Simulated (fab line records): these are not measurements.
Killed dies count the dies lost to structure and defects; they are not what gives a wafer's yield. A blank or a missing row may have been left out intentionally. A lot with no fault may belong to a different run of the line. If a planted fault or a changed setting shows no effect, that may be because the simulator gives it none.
Comparing a struck lot with a sound one || flow rit-cmos || 17 steps out of a route of 202
Sound: the wafers L116.1, L116.4, L116.6. Struck: wafer L125.3 (left out: L125.1, L125.6 of the same lot, which were not struck); the cause appears at the end.
Per side, at each step with rows, come the tool, then ch with its chambers, and then its first start. Under that, the readings that differ: sound wafers || struck wafers || difference of the means || sigmas: that difference in standard deviations of wafers without a fault.
alike: readings with means less than 2 such deviations apart, plus words and numbers identical on both sides. not compared: withheld readings, readings lacking a value on some wafer, bounds such as >300 that could conceal the same value, and numbers that have no deviation in the record and whose values overlap.
A row with sigmas, a row that says differs or no value, or rows on one side alone: a step with any of these is where the two part. When numbers do not overlap yet have no deviation, they are printed without sigmas and do not part them. A reading missing from all wafers of one side parts the sides only when that side holds two or more wafers.

first, 1 step without rows for these wafers: RIT_PSD_IMPLANT_08.
RIT_PSD_STRIP_09: strips in O2, time 180 s.
  sound on plasma-asher-04 ch 0,1, day 5 10:02; struck on plasma-asher-03 ch 0, day 7 07:20
  alike: drypump-motor-current-A
  not compared: rf-hours-counter-h
RIT_PSD_TW_MEAS_10:
  sound on film-metro-02 at day 5 10:13; struck on film-metro-04 at day 7 07:31
  alike: PSD_TW
then, 3 steps without rows for these wafers: RIT_SDANNEAL_CLEAN_00 (cleans in SC1, time 600 s); RIT_SDANNEAL_CLEAN_01 (cleans in dHF, time 30 s); RIT_SDANNEAL_CLEAN_02 (cleans in SC2, time 600 s).
RIT_SDANNEAL_RTA_03: time 5 s.
  sound on rtp-anneal-01 ch 0, day 5 10:38; struck on rtp-anneal-02 ch 0, day 7 07:56
  alike: wafer_temp_C_max
RIT_SDANNEAL_RS_MEAS_04: a four-point-probe measurement.
  sound on film-metro-04 at day 5 10:41; struck on film-metro-03 at day 7 08:00
  alike: PSD_RS
RIT_SDANNEAL_RS_MEAS_05: a four-point-probe measurement.
  sound on film-metro-04 at day 5 10:49; struck on film-metro-03 at day 7 08:07
  alike: NSD_RS
RIT_SDANNEAL_RS_MEAS_06: a four-point-probe measurement.
  sound on film-metro-04 at day 5 10:56; struck on film-metro-03 at day 7 08:14
  alike: PLDD_RS
RIT_SDANNEAL_RS_MEAS_07: a four-point-probe measurement.
  sound on film-metro-04 at day 5 11:03; struck on film-metro-03 at day 7 08:22
{"reading": "NLDD_RS (ohm/sq)", "sound": "153.3 153.2 153.3", "struck": 152.1, "difference": -1.2, "sigmas": -2}
then, 1 step without rows for these wafers: RIT_SILICIDE_WET_ETCH_00 (etches SiO2 in BOE, target depth 14 nm, time 15 s).
RIT_SILICIDE_SPUTTER_01: material Ti, target thk 30 nm, time 240 s.
  sound on pvd-sputter-04 at day 5 11:11; struck on pvd-sputter-04 at day 7 08:30
{"reading": "cathode-dc-power-W (W)", "sound": "349.98 349.99 350.03", "struck": 327.40, "difference": -22.60, "sigmas": "-99 or more"}
{"reading": "model.Ti_of_SILICIDE_SPUTTER_01.thk-nm (nm)", "sound": "30.27 29.97 30.12", "struck": 27.64, "difference": -2.48, "sigmas": ""}
  alike: throttle-valve-pct
RIT_SILICIDE_RS_MEAS_02: a four-point-probe measurement.
  sound on film-metro-02 at day 5 11:20; struck on film-metro-01 at day 7 08:56
{"reading": "SILICIDE_TI_RS (ohm/sq)", "sound": "47.2 48.0 47.7", "struck": 53.6, "difference": "+6.0", "sigmas": "+10"}
  not compared: hold
RIT_SILICIDE_THK_MEAS_03: measures by xrf.
  sound on film-metro-02 at day 5 11:27; struck on film-metro-01 at day 7 11:04
{"reading": "SILICIDE_TI_THK (nm)", "sound": "30.2 29.9 30.1", "struck": 27.6, "difference": -2.5, "sigmas": -7}
  not compared: hold
RIT_SILICIDE_RTA_04: time 10 s, ramp up 5 s, ramp down 5 s.
  sound on rtp-anneal-02 ch 0, day 5 11:31; struck on rtp-anneal-02 ch 0, day 7 14:50
{"reading": "hold", "sound": "- - -", "struck": "await-dispo/3.7h/release", "difference": "no value on the sound wafers", "sigmas": ""}
  alike: wafer_temp_C_max
RIT_M1_PROBE_99:
  sound on prober-01 at day 5 18:16; struck on prober-02 at day 7 21:26
{"reading": "killed-short", "sound": "2 4 8", "struck": 1, "difference": -4, "sigmas": -2}
  alike: killed-at-front-end, killed-dies, killed-open

== WHERE THEY PART ==
Earliest at RIT_SDANNEAL_RS_MEAS_07; latest, in this record, at RIT_M1_PROBE_99.

WHY: what the simulator had put in
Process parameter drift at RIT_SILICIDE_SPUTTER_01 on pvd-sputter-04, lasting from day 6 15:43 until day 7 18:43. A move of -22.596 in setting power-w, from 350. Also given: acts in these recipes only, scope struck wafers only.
